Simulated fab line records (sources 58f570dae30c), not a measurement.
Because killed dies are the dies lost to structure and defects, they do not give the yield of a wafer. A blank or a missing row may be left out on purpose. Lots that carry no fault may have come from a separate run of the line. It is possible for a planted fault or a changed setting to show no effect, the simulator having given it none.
Which tool is to blame?	flow berkeley-cmos170	Sampling: 14 lots, 42 wafers, 7 of 331 route steps

## WHAT EACH GAUGE READ, for each wafer
UCB170_NSD_CD_MEAS_06: target cd 1200 nm. Usual: cd-nm 1200.1 nm, standard deviation 1.5.
lot	measured	on	cd-nm (nm)	flag
L549	day 6 11:08	cd-sem-01	1200.7 1200.7 1198.8	
L550	day 7 04:10	cd-sem-01	1202.5 1201.9 1202.9	
L553	day 7 14:25	cd-sem-02	1199.5 1199.7 1199.5	
L551	day 7 14:40	cd-sem-01	1200.6 1200.2 1200.6	
L552	day 7 14:54	cd-sem-02	1197.9 1198.3 1199.7	
L554	day 8 11:43	cd-sem-01	1200.3 1199.2 1199.1	
L556	day 8 19:05	cd-sem-02	1200.0 1199.8 1201.4	
L557	day 8 19:22	cd-sem-01	1199.3 1200.5 1199.2	
L559	day 9 05:31	cd-sem-01	1200.5 1201.6 1200.6	
L561	day 9 12:54	cd-sem-01	1200.7 1200.5 1200.9	
L565	day 10 13:44	cd-sem-02	1195.8 1195.2 1197.0	
L571	day 11 05:17	cd-sem-02	1201.2 1201.0 1201.5	
L569	day 11 05:22	cd-sem-02	1201.3 1200.8 1201.9	
L570	day 11 05:37	cd-sem-02	1197.9 1200.9 1199.7	

UCB170_NSD_OVL_MEAS_07. Usual: for NSD_OVL the level is -1 nm and the standard deviation is 4.8.
lot	measured	on	NSD_OVL (nm)	flag
L549	day 6 11:16	overlay-02	-11 3 -4	
L550	day 7 04:17	overlay-02	3 0 5	
L553	day 7 14:32	overlay-02	4 -3 2	
L551	day 7 14:47	overlay-01	6 7 8	
L552	day 7 15:01	overlay-02	-3 -4 -5	
L554	day 8 11:50	overlay-01	3 3 0	
L556	day 8 19:11	overlay-02	-1 -2 -4	
L557	day 8 19:26	overlay-01	0 -6 3	
L559	day 9 05:37	overlay-02	-3 -3 0	
L561	day 9 13:01	overlay-01	-2 -4 -3	
L565	day 10 13:50	overlay-02	-10 -9 -8	
L571	day 11 05:23	overlay-02	3 4 3	
L569	day 11 05:29	overlay-01	1 -3 4	
L570	day 11 05:44	overlay-02	-10 -12 -8	

UCB170_NSD_TW_MEAS_10. Usual: for NSD_TW the level is 4168 and the standard deviation is 34.
lot	measured	on	NSD_TW	flag
L549	day 6 11:32	film-metro-02	4189 4188 4198	
L550	day 7 04:34	film-metro-03	4244 4241 4252	
L553	day 7 14:50	film-metro-02	4208 4220 4225	
L551	day 7 15:04	film-metro-04	4139 4114 4138	
L552	day 7 15:19	film-metro-03	4222 4227 4235	
L554	day 8 12:07	film-metro-03	4175 4185 4204	
L556	day 8 19:29	film-metro-03	4188 4203 4200	
L557	day 8 19:44	film-metro-04	4117 4091 4111	
L559	day 9 05:55	film-metro-04	4140 4136 4138	
L561	day 9 13:18	film-metro-03	4194 4201 4200	
L565	day 10 14:07	film-metro-02	4002 4000 3998 4000 3981 3990	OFF
L571	day 11 05:40	film-metro-03	4143 4126 4120	
L569	day 11 05:46	film-metro-04	3974 3991 3990 4001 3979 3988	OFF
L570	day 11 06:01	film-metro-03	4157 4142 4150	

UCB170_SDANNEAL_RS_MEAS_03: measures by four-point-probe. Usual: for NSD_RS the level is 37.20 ohm/sq and the standard deviation is 0.078.
lot	measured	on	NSD_RS (ohm/sq)	flag
L549	day 6 13:09	film-metro-02	37.12 37.03 37.07	
L550	day 7 05:47	film-metro-04	37.17 37.22 37.25	
L553	day 7 17:37	film-metro-03	37.30 37.31 37.31	
L551	day 7 17:26	film-metro-04	37.34 37.15 37.25	
L552	day 7 17:44	film-metro-02	37.08 37.22 37.20	
L554	day 8 13:20	film-metro-02	37.16 37.17 37.10	
L556	day 8 20:53	film-metro-02	37.20 37.28 37.17	
L557	day 8 21:07	film-metro-04	37.26 37.23 37.32	
L559	day 9 07:15	film-metro-04	37.31 37.16 37.16	
L561	day 9 15:16	film-metro-03	37.11 37.17 37.10	
L565	day 10 17:58	film-metro-03	44.77 44.83 44.74 44.81 44.79 44.64	OFF
L571	day 11 08:30	film-metro-02	37.19 37.16 37.24	
L569	day 11 10:42	film-metro-03	44.69 44.66 44.78 44.69 44.61 44.72	OFF
L570	day 11 08:36	film-metro-04	37.17 37.13 37.09	

UCB170_SDANNEAL_RS_MEAS_04: measures by four-point-probe. Usual: for PLDD_RS the level is 1029.6 ohm/sq and the standard deviation is 2.4.
lot	measured	on	PLDD_RS (ohm/sq)	flag
L549	day 6 13:16	film-metro-02	1028.8 1029.0 1027.0	
L550	day 7 05:54	film-metro-04	1028.6 1031.2 1028.9	
L553	day 7 17:44	film-metro-03	1029.3 1032.1 1034.5	
L551	day 7 17:34	film-metro-04	1031.3 1032.0 1031.5	
L552	day 7 17:52	film-metro-02	1029.9 1031.6 1033.2	
L554	day 8 13:27	film-metro-02	1025.9 1028.4 1026.3	
L556	day 8 21:00	film-metro-02	1030.7 1032.1 1031.9	
L557	day 8 21:14	film-metro-04	1029.8 1033.0 1033.9	
L559	day 9 07:22	film-metro-04	1027.5 1027.4 1028.9	
L561	day 9 15:23	film-metro-03	1025.0 1027.3 1028.3	
L571	day 11 08:37	film-metro-02	1025.0 1027.1 1025.0	
L570	day 11 08:43	film-metro-04	1032.7 1029.9 1033.0	

## WHAT TOOL EACH LOT RAN ON (gives the tool, then ch and the chambers of the sampled wafers, and finally the start)
lot	UCB170_NSD_IMPLANT_08	UCB170_NSD_STRIP_09
L549	implanter-03 ch 0, day 6 11:17	plasma-asher-02 ch 0,1, day 6 11:26
L550	implanter-02 ch 0, day 7 04:19	plasma-asher-02 ch 0,1, day 7 04:28
L553	implanter-02 ch 0, day 7 14:35	plasma-asher-02 ch 0,1, day 7 14:44
L551	implanter-03 ch 0, day 7 14:49	plasma-asher-03 ch 0,1, day 7 14:58
L552	implanter-04 ch 0, day 7 15:04	plasma-asher-01 ch 0,1, day 7 15:13
L554	implanter-02 ch 0, day 8 11:52	plasma-asher-02 ch 0,1, day 8 12:01
L556	implanter-02 ch 0, day 8 19:14	plasma-asher-03 ch 0,1, day 8 19:22
L557	implanter-04 ch 0, day 8 19:32	plasma-asher-02 ch 0,1, day 8 19:38
L559	implanter-04 ch 0, day 9 05:41	plasma-asher-01 ch 0,1, day 9 05:48
L561	implanter-04 ch 0, day 9 13:04	plasma-asher-01 ch 0,1, day 9 13:11
L565	implanter-04 ch 0, day 10 13:54	plasma-asher-03 ch 0,1, day 10 14:02
L571	implanter-03 ch 0, day 11 05:27	plasma-asher-03 ch 0,1, day 11 05:35
L569	implanter-04 ch 0, day 11 05:31	plasma-asher-01 ch 0,1, day 11 05:40
L570	implanter-02 ch 0, day 11 05:46	plasma-asher-02 ch 0,1, day 11 05:55
- UCB170_NSD_IMPLANT_08
- UCB170_NSD_STRIP_09: strips in O2.

## WHAT THE TOOLS THEMSELVES READ (means of the sampled wafers that have a number; where no wafer has one, the mark that the record gives instead)
UCB170_NSD_IMPLANT_08. Usual: beam-energy-keV 40.000, standard deviation 0.012; dose-ions-cm2 3e+15, standard deviation 3.4e+12; end-station-pressure-torr 1.26e-05 Torr, standard deviation 6.1e-07; faraday-current-uA 9253, standard deviation 180.
lot	tool	beam-energy-keV	dose-ions-cm2	end-station-pressure-torr (Torr)	faraday-current-uA	flag
L549	implanter-03	39.997	3e+15	1.24e-05	9219	
L550	implanter-02	40.004	3e+15	1.22e-05	9215	
L553	implanter-02	40.021	3e+15	1.27e-05	9403	
L551	implanter-03	39.997	3e+15	1.27e-05	9103	
L552	implanter-04	40.008	3e+15	1.22e-05	9194	
L554	implanter-02	40.006	3e+15	1.26e-05	9201	
L556	implanter-02	40.003	3e+15	1.24e-05	9313	
L557	implanter-04	40.001	3e+15	1.29e-05	9448	
L559	implanter-04	39.998	3e+15	1.23e-05	9054	
L561	implanter-04	40.004	3e+15	1.25e-05	9279	
L565	implanter-04	39.996	2e+15	9.77e-06	6598	OFF
L571	implanter-03	39.995	3e+15	1.29e-05	9489	
L569	implanter-04	39.990	2e+15	1.02e-05	6653	OFF
L570	implanter-02	39.991	3e+15	1.24e-05	9383	

UCB170_NSD_STRIP_09. Usual: drypump-motor-current-A 5.4 A, standard deviation 0.42; oes-product-au 0.534 a.u., standard deviation 0.0043; strip-time-to-endpoint-s 35.81 s, standard deviation 0.072.
lot	tool	drypump-motor-current-A (A)	oes-product-au (a.u.)	strip-time-to-endpoint-s (s)	flag
L549	plasma-asher-02	5.0	0.533	35.80	
L550	plasma-asher-02	5.0	0.535	35.83	
L553	plasma-asher-02	5.0	0.533	35.75	
L551	plasma-asher-03	5.9	0.535	35.75	
L552	plasma-asher-01	5.5	0.536	35.85	
L554	plasma-asher-02	5.0	0.532	35.84	
L556	plasma-asher-03	5.7	0.534	35.71	
L557	plasma-asher-02	5.0	0.532	35.70	
L559	plasma-asher-01	5.5	0.533	35.76	
L561	plasma-asher-01	5.5	0.533	35.92	
L565	plasma-asher-03	5.7	0.566	32.64	OFF
L571	plasma-asher-03	5.7	0.534	35.87	
L569	plasma-asher-01	5.5	0.565	32.56	OFF
L570	plasma-asher-02	5.0	0.532	35.86	

## THE ANSWER, worked out from the rows above alone
Rule: a lot is off if the mean of its wafers that have a number lies more than 3 standard deviations from the usual mean. Also off: a lot with no number at a reading for which 4 or more lots have one. Where the step has rows for the other lots, those lots are counted as sound. Order of review: gauges by route order, followed by the tools' own readings, for which a lot's mean as printed above is used. At the first step where some lot is off, the reading lying furthest off is the one used; lots without a number count as furthest.
Off: L565, L569, at UCB170_NSD_TW_MEAS_10 (NSD_TW).
If a tool, at a process step before that reading, ran all the lots that are off and no sound lot after the first of them, it fits. The gauges at UCB170_NSD_TW_MEAS_10 aren't tried: what is off there is off at UCB170_SDANNEAL_RS_MEAS_03 too, on other tools, and a gauge's error can't cause that. One fits: UCB170_NSD_IMPLANT_08 on implanter-04. Its last sound lot is L561 (day 9 13:04), its first lot that is off L565 (day 10 13:54): a fault that began between those two fits.
The tool's own readings at UCB170_NSD_IMPLANT_08 bear it out: on the lots that are off they differ by more than 5 times the standard deviation of the sound lots' means. dose-ions-cm2 reads 2e+15 there against 3e+15 on the sound lots; end-station-pressure-torr reads 9.99e-06 Torr there against 1.25e-05 Torr on the sound lots; faraday-current-uA reads 6626 there against 9275 on the sound lots.

## WHAT THE SIMULATOR PUT IN
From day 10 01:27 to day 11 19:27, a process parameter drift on implanter-04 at UCB170_NSD_IMPLANT_08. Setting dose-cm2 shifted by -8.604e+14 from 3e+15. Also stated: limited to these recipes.
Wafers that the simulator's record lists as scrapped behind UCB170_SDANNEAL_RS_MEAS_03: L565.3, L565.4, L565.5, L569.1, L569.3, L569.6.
Shown lots that were struck: L565, L569. The same result came from the rule above.
